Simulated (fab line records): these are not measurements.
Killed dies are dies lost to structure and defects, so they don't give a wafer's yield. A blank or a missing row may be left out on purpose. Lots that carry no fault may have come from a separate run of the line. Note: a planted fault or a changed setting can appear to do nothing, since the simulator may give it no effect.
What tool caused it?    flow berkeley-cmos170    39 wafers from 13 lots sampled at 2 of the route's 331 steps

## WHAT THE GAUGES READ, wafer by wafer
UCB170_PSD_OVL_MEAS_07.
lot   measured      on          PSD_OVL (nm)
L843  day 7 11:35   overlay-01  4 4 3
L844  day 7 11:46   overlay-01  -7 4 -10
L845  day 8 04:49   overlay-02  -5 5 -5
L847  day 8 05:10   overlay-02  -1 8 8
L848  day 8 12:24   overlay-02  4 4 -4
L850  day 8 23:33   overlay-01  -6 -12 -11
L852  day 9 05:52   overlay-01  -3 -5 3
L851  day 9 06:08   overlay-01  -5 3 0
L854  day 9 15:10   overlay-01  -1 1 6
L853  day 9 15:19   overlay-01  5 -5 7
L855  day 10 00:44  overlay-01  0 0 -5
L857  day 10 15:58  overlay-02  -2 1 -1
L866  day 12 02:11  overlay-01  4 -3 7

UCB170_SILICIDE_RS_MEAS_02: measures by four-point-probe.
lot   measured      on             SILICIDE_TI_RS (ohm/sq)
L843  day 7 17:14   film-metro-01  26.90 26.40 26.19
L844  day 7 17:33   film-metro-03  25.91 26.33 26.11
L845  day 8 09:10   film-metro-03  26.04 25.89 26.42
L847  day 8 09:49   film-metro-02  25.83 25.73 26.19
L848  day 8 20:37   film-metro-02  26.18 25.95 25.93
L850  day 9 04:28   film-metro-03  26.25 26.12 26.15
L852  day 9 09:28   film-metro-03  26.35 26.30 26.48
L851  day 9 10:04   film-metro-02  26.45 26.21 26.27
L854  day 9 19:08   film-metro-03  26.47 26.29 26.20
L853  day 9 19:46   film-metro-02  26.28 25.96 26.11
L855  day 10 04:23  film-metro-01  25.96 26.28 26.25
L857  day 10 19:58  film-metro-01  26.40 26.14 26.26
L866  day 12 06:14  film-metro-02  25.89 26.17 26.12

## TOOL THAT RAN EACH LOT (tool first, then ch and the chambers of the sampled wafers, then the start)
The record shows no process step preceding these readings.

## AS READ BY THE TOOLS THEMSELVES (means over the sampled wafers that have a number; for cases with no such wafer, the mark the record gives instead)
The record holds no such reading with a usual standard deviation.

## THE ANSWER, worked out from the rows above alone
Rule: the usual values come from the lots themselves. Put in order of their means at a reading, lots are off if they are a third of the lots or fewer, leave a main group of 4 or more, and stand apart from it by a gap of 3 or more times the standard deviation of the main group's means; of several such gaps the widest counts. Not used: any main group whose means are identical at the precision the tables above print for the reading. Also off: a lot with no number at a reading for which 4 or more lots have one. All remaining lots with rows at the step are treated as sound. The gauges are gone through in route order, then the tools' own readings, and for those a lot's mean is taken as printed above. The first step at which some lot is off is used, and at that step the reading that is off furthest; a lot without a number counts as furthest.
No lot is off on any of the readings shown, so nothing can be concluded from this.

## WHAT THE SIMULATOR HAD INSERTED
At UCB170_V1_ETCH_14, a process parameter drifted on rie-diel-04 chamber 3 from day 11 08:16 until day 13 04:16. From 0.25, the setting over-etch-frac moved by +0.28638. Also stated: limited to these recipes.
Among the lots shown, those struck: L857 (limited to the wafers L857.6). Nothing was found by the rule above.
